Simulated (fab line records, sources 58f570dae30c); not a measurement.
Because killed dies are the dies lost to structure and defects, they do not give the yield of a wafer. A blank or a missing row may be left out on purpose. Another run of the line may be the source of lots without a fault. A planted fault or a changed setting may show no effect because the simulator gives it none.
fab line records	flow berkeley-cmos170
[record] lots = 24	wafers = 72	last-day = 12
route steps=331 shown START@1 ZERO@12 PWELL@40 ACTIVE@75 PVT@121 GATE@138
lots untouched by any fault: they come from a run of this same line in which no faults occurred
start-h: the number of hours between the record's first day and the start of the first shown wafer of the lot	wait-h: how many hours have passed since the lot's step before this one	" identical to the entry in the row above	L1.1+2: a single row standing in for several wafers	- value missing, or start not given	* or withheld: withheld	< > ~ a bound
route shown NAME@n: names a module that has steps shown in the file, with the first one's number in the route	usual: average and standard deviation across the fault-free wafers	same: alike in all rows	chamber/n: place in a boat	sites: each site's reading	_std_site: standard deviation of those values	_edge_site: inner sites' mean taken away from outer sites' mean	radius-mm: how far each site lies from the wafer's centre	mask NAME#n: copy n	behind: the tool/chamber that last shaped the wafer	hold: why the lot went on hold/how many hours it stayed there/how the hold came to an end	device: whichever transistor did not switch (one of n, p or np)	end of line: the tests these same wafers got at the end of their route	a step given without rows: its recipe and nothing more	killed: at the first sort, the dies lost to defects and structure; wafer yield is something else	map: per-die view of a wafer (x killed, . not killed, _ where there is no die)
set.NAME: the setting as run; set.NAME@STEP: as run at that earlier step	model.NAME: the simulator's own value behind a step, which no gauge read
a sample of lots followed through the steps of the route, with each step as a table and each wafer as a row
services: a tool's chamber out of use, with start hour (start-h, from the record's first day; less than 0 if before it), hours out, and reason
[[steps]]
[step UCB170_START_BOW_MEAS_00]
[recipe] mode = bow
[usual] INCOMING_BOW = 0/6.8
lot.wafer	tool	chamber	start-h	wait-h	INCOMING_BOW[um]
L074.2	film-metro-01	-	10.02	-	-2
L074.5	"	-	"	"	-5
L074.6	"	-	"	"	-2
L075.4	film-metro-03	-	15.06	-	-4
L075.5	"	-	"	"	-2
L075.6	"	-	"	"	-5
L076.1	film-metro-01	-	20.00	-	5
L076.4	"	-	"	"	-3
L076.5	"	-	"	"	7
L077.1	film-metro-03	-	25.00	-	-3
L077.4	"	-	"	"	-3
L077.5	"	-	"	"	-2
L078.3	film-metro-02	-	30.04	-	11
L078.4	"	-	"	"	-3
L078.6	"	-	"	"	-4
L079.1	film-metro-03	-	35.00	-	-9
L079.2	"	-	"	"	-4
L079.4	"	-	"	"	-15
L080.1	film-metro-01	-	40.00	-	-11
L080.3	"	-	"	"	-2
L080.4	"	-	"	"	17
L081.1	film-metro-01	-	45.00	-	-3
L081.3	"	-	"	"	2
L081.5	"	-	"	"	3
L082.2	film-metro-03	-	50.02	-	4
L082.4	"	-	"	"	7
L082.6	"	-	"	"	2
L083.4	film-metro-02	-	55.06	-	2
L083.5	"	-	"	"	-4
L083.6	"	-	"	"	-7
L084.3	film-metro-03	-	60.04	-	-2
L084.4	"	-	"	"	-9
L084.6	"	-	"	"	3
L085.3	film-metro-02	-	65.04	-	-10
L085.5	"	-	"	"	1
L085.6	"	-	"	"	-2
L086.1	film-metro-02	-	70.00	-	3
L086.5	"	-	"	"	0
L086.6	"	-	"	"	-1
L087.2	film-metro-01	-	75.02	-	4
L087.3	"	-	"	"	-4
L087.4	"	-	"	"	2
L088.2	film-metro-03	-	80.02	-	-12
L088.4	"	-	"	"	1
L088.5	"	-	"	"	-2
L089.1	film-metro-02	-	85.00	-	-10
L089.3	"	-	"	"	1
L089.4	"	-	"	"	-7
L090.1	film-metro-02	-	90.00	-	4
L090.5	"	-	"	"	6
L090.6	"	-	"	"	-10
L091.3	film-metro-02	-	95.04	-	-7
L091.4	"	-	"	"	-10
L091.5	"	-	"	"	12
L092.3	film-metro-02	-	100.04	-	-4
L092.4	"	-	"	"	10
L092.5	"	-	"	"	-9
L093.1	film-metro-02	-	105.00	-	-15
L093.4	"	-	"	"	-4
L093.6	"	-	"	"	-9
L094.1	film-metro-02	-	110.00	-	-7
L094.4	"	-	"	"	9
L094.6	"	-	"	"	2
L095.2	film-metro-02	-	115.02	-	1
L095.3	"	-	"	"	-1
L095.4	"	-	"	"	3
L096.4	film-metro-01	-	120.06	-	7
L096.5	"	-	"	"	-1
L096.6	"	-	"	"	8
L097.1	film-metro-01	-	125.00	-	-2
L097.2	"	-	"	"	5
L097.6	"	-	"	"	-13
[step UCB170_ZERO_ETCH_06]
[recipe] chemistry = CHF3/CF4/Ar	target = SiO2	time-s = 12	pressure-mtorr = 100	rf-w = 500	CHF3_flow_sccm = 50	cf4-flow-sccm = 10	Ar_flow_sccm = 120	over-etch-frac = 1.58
[usual] drypump-motor-current-A = 5.7/0.42	oes-product-au = 0.615/0.012	throttle-valve-pct = 9.23/0.14
lot.wafer	tool	chamber	start-h	wait-h	drypump-motor-current-A	oes-product-au	rf-hours-counter-h	throttle-valve-pct
L074.2	rie-diel-03	1	29.82	-	5.5	0.607	1	9.06
L074.5	"	3	"	"	6.5	0.637	-	9.43
L074.6	"	2	"	"	5.6	0.616	-	9.23
L075.4	rie-diel-02	0	30.07	-	5.0	0.616	-	9.48
L075.5	"	1	"	"	5.8	0.612	-	9.30
L075.6	"	3	"	"	5.9	0.623	-	9.13
L076.1	rie-diel-03	2	45.32	-	5.6	0.616	41	9.23
L076.4	"	1	"	"	5.5	0.611	2	9.08
L076.5	"	2	"	"	5.6	0.621	-	9.23
L077.1	rie-diel-01	3	45.56	-	5.8	0.602	21	9.18
L077.4	"	2	"	"	6.0	0.601	-	9.18
L077.5	"	1	"	"	6.1	0.625	-	9.03
L078.3	rie-diel-03	1	52.13	-	5.5	0.612	2	9.08
L078.4	"	2	"	"	5.6	0.622	42	9.22
L078.6	"	1	"	"	5.5	0.608	-	9.06
L079.1	rie-diel-02	0	52.37	-	5.0	0.611	110	9.46
L079.2	"	3	"	"	5.9	0.622	95	9.13
L079.4	"	0	"	"	5.0	0.615	-	9.47
L080.1	rie-diel-03	2	52.61	-	5.6	0.609	42	9.24
L080.3	"	1	"	"	5.5	0.598	2	9.08
L080.4	"	0	"	"	5.1	0.618	64	9.46
L081.1	rie-diel-01	2	56.87	-	6.0	0.591	96	9.20
L081.3	"	3	"	"	5.8	0.599	21	9.19
L081.5	"	3	"	"	5.8	0.603	-	9.18
L082.2	rie-diel-01	2	62.83	-	6.0	0.591	96	9.20
L082.4	"	1	"	"	6.0	0.630	35	9.04
L082.6	"	0	"	"	5.3	0.611	-	9.16
L083.4	rie-diel-01	0	63.25	-	5.3	0.620	0	9.17
L083.5	"	2	"	"	6.0	0.601	-	9.18
L083.6	"	1	"	"	6.1	0.634	-	9.03
L084.3	rie-diel-01	3	72.63	-	5.7	0.608	21	9.19
L084.4	"	2	"	"	6.0	0.599	96	9.20
L084.6	"	1	"	"	6.1	0.634	-	9.03
L085.3	rie-diel-03	0	75.67	-	5.1	0.625	65	9.46
L085.5	"	2	"	"	5.6	0.621	-	9.24
L085.6	"	1	"	"	5.5	0.611	-	9.06
L086.1	rie-diel-01	0	82.11	-	5.3	0.624	1	9.16
L086.5	"	2	"	"	6.0	0.585	-	9.18
L086.6	"	3	"	"	5.8	0.600	-	9.17
L087.2	rie-diel-02	0	87.91	-	5.0	0.613	111	9.47
L087.3	"	2	"	"	6.2	0.602	161	9.30
L087.4	"	2	"	"	6.2	0.603	-	9.30
L089.1	rie-diel-01	2	94.53	-	6.0	0.598	97	9.20
L089.3	"	3	"	"	5.8	0.603	22	9.17
L089.4	"	0	"	"	5.3	0.614	-	9.15
L088.2	rie-diel-02	0	94.80	-	5.0	0.615	112	9.46
L088.4	"	3	"	"	5.9	0.622	-	9.11
L088.5	"	2	"	"	6.2	0.607	-	9.31
L090.1	rie-diel-03	3	102.12	-	6.5	0.631	12	9.43
L090.5	"	1	"	"	5.5	0.612	-	9.07
L090.6	"	0	"	"	5.1	0.621	-	9.47
L091.3	rie-diel-03	2	109.32	-	5.6	0.618	44	9.23
L091.4	"	1	"	"	5.5	0.612	4	9.09
L091.5	"	0	"	"	5.1	0.622	-	9.46
L092.3	rie-diel-01	2	109.34	-	6.0	0.598	98	9.18
L092.4	"	1	"	"	6.0	0.628	37	9.04
L092.5	"	3	"	"	5.8	0.608	-	9.18
L093.1	rie-diel-01	3	119.06	-	5.8	0.609	24	9.18
L093.4	"	2	"	"	6.0	0.596	99	9.18
L093.6	"	3	"	"	5.8	0.610	-	9.17
L095.2	rie-diel-02	0	126.39	-	5.0	0.619	114	9.45
L095.3	"	1	"	"	5.8	0.635	1	9.31
L095.4	"	3	"	"	5.9	0.626	-	9.12
L094.1	rie-diel-03	1	126.51	-	5.5	0.620	5	9.08
L094.4	"	2	"	"	5.6	0.626	44	9.24
L094.6	"	2	"	"	5.6	0.620	-	9.24
L097.1	rie-diel-03	3	134.23	-	6.5	0.636	13	9.45
L097.2	"	0	"	"	5.1	0.621	67	9.48
L097.6	"	2	"	"	5.6	0.611	-	9.23
L096.4	rie-diel-01	2	134.38	-	6.0	0.597	99	9.17
L096.5	"	0	"	"	5.3	0.617	-	9.16
L096.6	"	3	"	"	5.7	0.599	-	9.17
[step UCB170_PWELL_THK_MEAS_06]
[recipe] reads = Si3N4_of_PWELL_CVD_05
[usual] PWELL_NITRIDE_THK = 220.6/1.5
lot.wafer	tool	chamber	start-h	wait-h	PWELL_NITRIDE_THK[nm]
L074.2	film-metro-01	-	66.18	0.0	220.0
L074.5	"	-	"	"	220.5
L074.6	"	-	"	"	222.8
L075.4	film-metro-02	-	66.20	0.0	217.4
L075.5	"	-	"	"	217.1
L075.6	"	-	"	"	216.7
L076.1	film-metro-02	-	77.41	0.0	220.1
L076.4	"	-	"	"	219.3
L076.5	"	-	"	"	219.2
L077.1	film-metro-01	-	77.41	0.0	220.0
L077.4	"	-	"	"	219.8
L077.5	"	-	"	"	220.6
L080.1	film-metro-04	-	84.40	0.0	221.9
L080.3	"	-	"	"	222.4
L080.4	"	-	"	"	222.5
L079.1	film-metro-01	-	84.45	0.1	219.3
L079.2	"	-	"	"	221.2
L079.4	"	-	"	"	220.3
L078.3	film-metro-02	-	84.47	0.1	221.9
L078.4	"	-	"	"	220.3
L078.6	"	-	"	"	220.9
L081.1	film-metro-02	-	93.14	0.0	218.5
L081.3	"	-	"	"	220.1
L081.5	"	-	"	"	220.1
L082.2	film-metro-04	-	93.15	0.0	221.6
L082.4	"	-	"	"	219.4
L082.6	"	-	"	"	219.9
L083.4	film-metro-01	-	93.17	0.0	222.3
L083.5	"	-	"	"	219.8
L083.6	"	-	"	"	220.8
L084.3	film-metro-02	-	109.46	0.0	219.0
L084.4	"	-	"	"	219.5
L084.6	"	-	"	"	219.3
L085.3	film-metro-01	-	109.46	0.0	221.7
L085.5	"	-	"	"	221.2
L085.6	"	-	"	"	222.0
L086.1	film-metro-02	-	118.76	0.0	219.6
L086.5	"	-	"	"	221.4
L086.6	"	-	"	"	220.6
L087.2	film-metro-01	-	118.77	0.0	219.1
L087.3	"	-	"	"	218.0
L087.4	"	-	"	"	218.2
L089.1	film-metro-02	-	130.80	0.0	220.8
L089.3	"	-	"	"	220.5
L089.4	"	-	"	"	220.3
L088.2	film-metro-01	-	130.81	0.0	222.1
L088.4	"	-	"	"	221.8
L088.5	"	-	"	"	222.5
L090.1	film-metro-04	-	135.89	0.0	222.4
L090.5	"	-	"	"	223.8
L090.6	"	-	"	"	223.9
L091.3	film-metro-04	-	142.54	0.0	220.1
L091.4	"	-	"	"	219.0
L091.5	"	-	"	"	221.3
L092.3	film-metro-02	-	142.54	0.0	219.6
L092.4	"	-	"	"	220.0
L092.5	"	-	"	"	219.4
L093.1	film-metro-01	-	155.76	0.0	218.9
L093.4	"	-	"	"	219.0
L093.6	"	-	"	"	217.4
L094.1	film-metro-04	-	155.76	0.0	220.7
L094.4	"	-	"	"	221.1
L094.6	"	-	"	"	224.3
L095.2	film-metro-02	-	155.79	0.0	221.8
L095.3	"	-	"	"	220.8
L095.4	"	-	"	"	222.3
L097.1	film-metro-02	-	164.50	0.0	220.9
L097.2	"	-	"	"	220.8
L097.6	"	-	"	"	221.7
L096.4	film-metro-01	-	164.53	0.0	220.7
L096.5	"	-	"	"	221.4
L096.6	"	-	"	"	221.5
[step UCB170_ACTIVE_ETCH_15]
[recipe] chemistry = CH3F/Ar/O2	target = Si3N4	stop-on = SiO2	CH3F_flow_sccm = 20	Ar_flow_sccm = 50	O2_flow_sccm = 7	pressure-mtorr = 50	rf-w = 450	target-depth-a = 2420	over-etch-frac = 0.1	time-s = 151
[usual] drypump-motor-current-A = 5.7/0.44	oes-product-au = 0.945/0.017	throttle-valve-pct = 8.09/0.12
lot.wafer	tool	chamber	start-h	wait-h	drypump-motor-current-A	oes-product-au	rf-hours-counter-h	throttle-valve-pct
L075.4	rie-diel-04	0	104.97	0.0	5.9	0.946	2	8.17
L075.5	"	0	"	"	5.8	0.956	-	8.16
L075.6	"	3	"	"	5.3	0.951	-	8.04
L074.2	rie-diel-02	2	105.21	0.0	6.2	0.924	163	8.13
L074.5	"	0	"	"	5.0	0.931	-	8.27
L074.6	"	2	"	"	6.2	0.921	-	8.12
L076.1	rie-diel-03	1	113.93	0.0	5.5	0.929	4	7.91
L076.4	"	2	"	"	5.6	0.944	44	8.06
L076.5	"	2	"	"	5.6	0.944	-	8.04
L080.1	rie-diel-04	2	114.05	0.0	5.3	0.919	148	8.17
L080.3	"	1	"	"	5.9	0.965	4	7.90
L080.4	"	3	"	"	5.3	0.966	97	8.03
L077.1	rie-diel-02	0	114.20	0.0	5.0	0.935	114	8.26
L077.4	"	1	"	"	5.8	0.969	-	8.12
L077.5	"	0	"	"	5.0	0.930	-	8.26
L079.1	rie-diel-03	1	114.33	0.0	5.5	0.923	4	7.90
L079.2	"	2	"	"	5.6	0.934	44	8.07
L079.4	"	3	"	"	6.5	0.956	13	8.23
L078.3	rie-diel-04	2	114.63	0.0	5.4	0.911	148	8.16
L078.4	"	3	"	"	5.3	0.955	97	8.05
L078.6	"	3	"	"	5.3	0.951	-	8.05
L083.4	rie-diel-04	0	131.70	0.0	5.7	0.958	3	8.17
L083.5	"	0	"	"	5.8	0.961	-	8.18
L083.6	"	1	"	"	5.9	0.959	-	7.92
L082.2	rie-diel-02	3	132.07	0.0	5.9	0.938	99	7.95
L082.4	"	0	"	"	5.0	0.929	115	8.25
L082.6	"	0	"	"	5.0	0.916	-	8.27
L081.1	rie-diel-04	0	132.43	0.0	5.8	0.952	3	8.19
L081.3	"	2	"	"	5.4	0.908	149	8.17
L081.5	"	1	"	"	5.9	0.952	-	7.89
L084.3	rie-diel-02	0	142.76	0.0	5.0	0.919	115	8.25
L084.4	"	1	"	"	5.8	0.972	2	8.12
L084.6	"	1	"	"	5.8	0.967	-	8.12
L085.3	rie-diel-03	3	143.00	0.0	6.5	0.966	13	8.21
L085.5	"	1	"	"	5.5	0.931	-	7.92
L085.6	"	2	"	"	5.6	0.939	-	8.04
L087.2	rie-diel-02	1	150.93	0.0	5.8	0.967	3	8.12
L087.3	"	0	"	"	5.0	0.922	115	8.27
L087.4	"	3	"	"	5.9	0.937	100	7.95
L086.1	rie-diel-03	2	151.25	0.0	5.6	0.943	45	8.05
L086.5	"	0	"	"	5.1	0.953	-	8.25
L086.6	"	3	"	"	6.5	0.957	-	8.21
L088.2	rie-diel-03	2	165.98	0.0	5.6	0.939	46	8.06
L088.4	"	3	"	"	6.5	0.962	14	8.22
L088.5	"	1	"	"	5.5	0.928	-	7.92
L089.1	rie-diel-04	2	166.10	0.0	5.4	0.914	151	8.18
L089.3	"	1	"	"	5.9	0.965	6	7.90
L089.4	"	3	"	"	5.3	0.946	99	8.04
L090.1	rie-diel-02	2	166.25	0.0	6.2	0.925	1	8.11
L090.5	"	3	"	"	5.9	0.948	-	7.96
L090.6	"	2	"	"	6.2	0.919	-	8.12
L091.3	rie-diel-02	1	180.72	0.0	5.8	0.973	4	8.11
L091.4	"	0	"	"	5.0	0.936	117	8.27
L091.5	"	3	"	"	6.0	0.951	-	7.95
L092.3	rie-diel-03	0	180.86	0.0	5.1	0.941	69	8.25
L092.4	"	3	"	"	6.5	0.957	15	8.21
L092.5	"	3	"	"	6.5	0.957	-	8.22
L095.2	rie-diel-03	2	192.93	0.0	5.6	0.950	47	8.04
L095.3	"	3	"	"	6.5	0.974	15	8.21
L095.4	"	1	"	"	5.5	0.938	7	7.91
L093.1	rie-diel-04	0	193.20	0.0	5.8	0.955	7	8.17
L093.4	"	1	"	"	6.0	0.961	-	7.90
L093.6	"	3	"	"	5.3	0.959	-	8.03
L094.1	rie-diel-03	1	193.75	0.0	5.5	0.928	7	7.91
L094.4	"	3	"	"	6.5	0.974	16	8.20
L094.6	"	0	"	"	5.1	0.947	-	8.24
L096.4	rie-diel-02	3	201.57	0.0	6.0	0.943	102	7.96
L096.5	"	1	"	"	5.8	0.970	-	8.13
L096.6	"	0	"	"	5.0	0.934	-	8.26
L097.1	rie-diel-04	1	201.69	0.0	5.9	0.963	8	7.91
L097.2	"	0	"	"	5.8	0.958	8	8.16
L097.6	"	2	"	"	5.4	0.961	-	8.15
[step UCB170_PVT_OVL_MEAS_06]
[usual] PVT_OVL = 3/3.9
lot.wafer	tool	chamber	start-h	wait-h	PVT_OVL[nm]
L075.4	overlay-02	-	141.95	-	2
L075.5	"	-	"	"	3
L075.6	"	-	"	"	4
L074.2	overlay-01	-	142.21	-	-3
L074.5	"	-	"	"	-1
L074.6	"	-	"	"	-6
L076.1	overlay-01	-	156.23	-	3
L076.4	"	-	"	"	1
L076.5	"	-	"	"	-1
L078.3	overlay-01	-	157.05	-	3
L078.4	"	-	"	"	-2
L078.6	"	-	"	"	2
L080.1	overlay-01	-	157.77	-	6
L080.3	"	-	"	"	2
L080.4	"	-	"	"	6
L079.1	overlay-02	-	157.86	-	0
L079.2	"	-	"	"	6
L079.4	"	-	"	"	2
L077.1	overlay-01	-	158.13	-	-4
L077.4	"	-	"	"	1
L077.5	"	-	"	"	0
L081.1	overlay-02	-	170.45	-	7
L081.3	"	-	"	"	-3
L081.5	"	-	"	"	2
L082.2	overlay-01	-	170.73	-	4
L082.4	"	-	"	"	6
L082.6	"	-	"	"	-1
L083.4	overlay-02	-	171.19	-	3
L083.5	"	-	"	"	2
L083.6	"	-	"	"	1
L084.3	overlay-01	-	180.28	-	-1
L084.4	"	-	"	"	3
L084.6	"	-	"	"	3
L085.3	overlay-02	-	180.30	-	11
L085.5	"	-	"	"	5
L085.6	"	-	"	"	9
L086.1	overlay-01	-	189.25	-	6
L086.5	"	-	"	"	3
L086.6	"	-	"	"	5
L087.2	overlay-01	-	189.53	-	5
L087.3	"	-	"	"	7
L087.4	"	-	"	"	4
L089.1	overlay-01	-	209.91	-	-1
L089.3	"	-	"	"	0
L089.4	"	-	"	"	8
L090.1	overlay-01	-	210.01	-	2
L090.5	"	-	"	"	1
L090.6	"	-	"	"	10
L088.2	overlay-02	-	210.19	-	0
L088.4	"	-	"	"	2
L088.5	"	-	"	"	5
L092.3	overlay-01	-	212.81	-	1
L092.4	"	-	"	"	8
L092.5	"	-	"	"	3
L091.3	overlay-02	-	212.83	-	-2
L091.4	"	-	"	"	1
L091.5	"	-	"	"	4
L093.1	overlay-01	-	233.11	-	3
L093.4	"	-	"	"	2
L093.6	"	-	"	"	1
L095.2	overlay-01	-	233.32	-	4
L095.3	"	-	"	"	5
L095.4	"	-	"	"	6
L094.1	overlay-02	-	233.38	-	11
L094.4	"	-	"	"	3
L094.6	"	-	"	"	0
L096.4	overlay-01	-	241.76	-	1
L096.5	"	-	"	"	-3
L096.6	"	-	"	"	1
L097.1	overlay-01	-	242.29	-	-1
L097.2	"	-	"	"	5
L097.6	"	-	"	"	6
[step UCB170_GATE_CD_MEAS_12]
[recipe] target-cd-nm = 350
[usual] cd-nm = 350.3/1.6
lot.wafer	tool	chamber	start-h	wait-h	cd-nm
L074.2	cd-sem-02	-	155.14	-	351.8
L074.5	"	-	"	"	351.9
L074.6	"	-	"	"	352.2
L075.4	cd-sem-02	-	155.70	-	349.0
L075.5	"	-	"	"	350.6
L075.6	"	-	"	"	349.8
L078.3	cd-sem-02	-	171.29	-	346.9
L078.4	"	-	"	"	347.1
L078.6	"	-	"	"	346.4
L076.1	cd-sem-02	-	171.37	-	349.5
L076.4	"	-	"	"	349.7
L076.5	"	-	"	"	348.6
L079.1	cd-sem-02	-	171.49	-	348.8
L079.2	"	-	"	"	350.2
L079.4	"	-	"	"	351.6
L080.1	cd-sem-02	-	171.85	-	350.4
L080.3	"	-	"	"	349.4
L080.4	"	-	"	"	350.4
L077.1	cd-sem-02	-	172.09	-	351.3
L077.4	"	-	"	"	351.1
L077.5	"	-	"	"	350.1
L081.1	cd-sem-02	-	186.21	-	352.1
L081.3	"	-	"	"	351.7
L081.5	"	-	"	"	352.4
L083.4	cd-sem-02	-	186.63	-	350.0
L083.5	"	-	"	"	350.7
L083.6	"	-	"	"	350.8
L082.2	cd-sem-02	-	186.71	-	351.9
L082.4	"	-	"	"	350.3
L082.6	"	-	"	"	349.7
L085.3	cd-sem-02	-	193.87	-	349.1
L085.5	"	-	"	"	349.1
L085.6	"	-	"	"	349.5
L084.3	cd-sem-02	-	194.23	-	352.3
L084.4	"	-	"	"	352.1
L084.6	"	-	"	"	352.9
L086.1	cd-sem-02	-	202.01	-	348.1
L086.5	"	-	"	"	347.5
L086.6	"	-	"	"	348.4
L087.2	cd-sem-02	-	202.51	-	348.4
L087.3	"	-	"	"	349.4
L087.4	"	-	"	"	350.6
L089.1	cd-sem-01	-	224.54	-	350.0
L089.3	"	-	"	"	348.1
L089.4	"	-	"	"	349.4
L088.2	cd-sem-01	-	224.68	-	352.2
L088.4	"	-	"	"	351.3
L088.5	"	-	"	"	350.7
L091.3	cd-sem-01	-	224.86	-	349.0
L091.4	"	-	"	"	349.5
L091.5	"	-	"	"	349.7
L090.1	cd-sem-01	-	224.94	-	351.7
L090.5	"	-	"	"	352.5
L090.6	"	-	"	"	350.8
L092.3	cd-sem-01	-	225.10	-	351.3
L092.4	"	-	"	"	349.1
L092.5	"	-	"	"	349.8
L093.1	cd-sem-02	-	250.14	-	350.6
L093.4	"	-	"	"	349.0
L093.6	"	-	"	"	349.9
L095.2	cd-sem-01	-	250.43	-	349.1
L095.3	"	-	"	"	350.4
L095.4	"	-	"	"	349.3
L094.1	cd-sem-01	-	250.63	-	350.7
L094.4	"	-	"	"	350.9
L094.6	"	-	"	"	350.2
L096.4	cd-sem-01	-	258.80	-	352.9
L096.5	"	-	"	"	351.6
L096.6	"	-	"	"	352.7
L097.1	cd-sem-01	-	259.02	-	351.3
L097.2	"	-	"	"	350.6
L097.6	"	-	"	"	352.0
[[services]]
tool	chamber	start-h	hours	kind
rie-diel-01	3	21.85	7.1	repair
rie-diel-02	0	23.04	5.1	repair
rie-diel-04	-	23.93	1.1	repair
rie-diel-02	2	25.78	28.2	repair
rie-diel-01	0	32.18	-	clean
rie-diel-01	0	32.18	23.2	scheduled-down
rie-diel-01	0	32.18	23.2	vent-cycle
rie-diel-04	0	47.66	-	clean
rie-diel-04	0	47.66	15.9	scheduled-down
rie-diel-04	0	47.66	15.9	vent-cycle
rie-diel-01	3	50.58	2.4	repair
rie-diel-02	1	87.37	-	clean
rie-diel-02	1	87.37	19.5	scheduled-down
rie-diel-02	1	87.37	19.5	vent-cycle
rie-diel-01	1	93.75	3.1	repair
rie-diel-02	2	106.89	-	clean
rie-diel-02	2	106.89	24.8	scheduled-down
rie-diel-02	2	106.89	24.8	vent-cycle
rie-diel-01	1	115.62	2.8	repair
rie-diel-04	3	132.54	7.4	repair
rie-diel-03	1	138.41	4.2	repair
rie-diel-02	3	166.73	2.1	repair
rie-diel-04	1	185.27	3.7	repair
rie-diel-04	1	194.67	3.4	repair
[[key]]
fault none
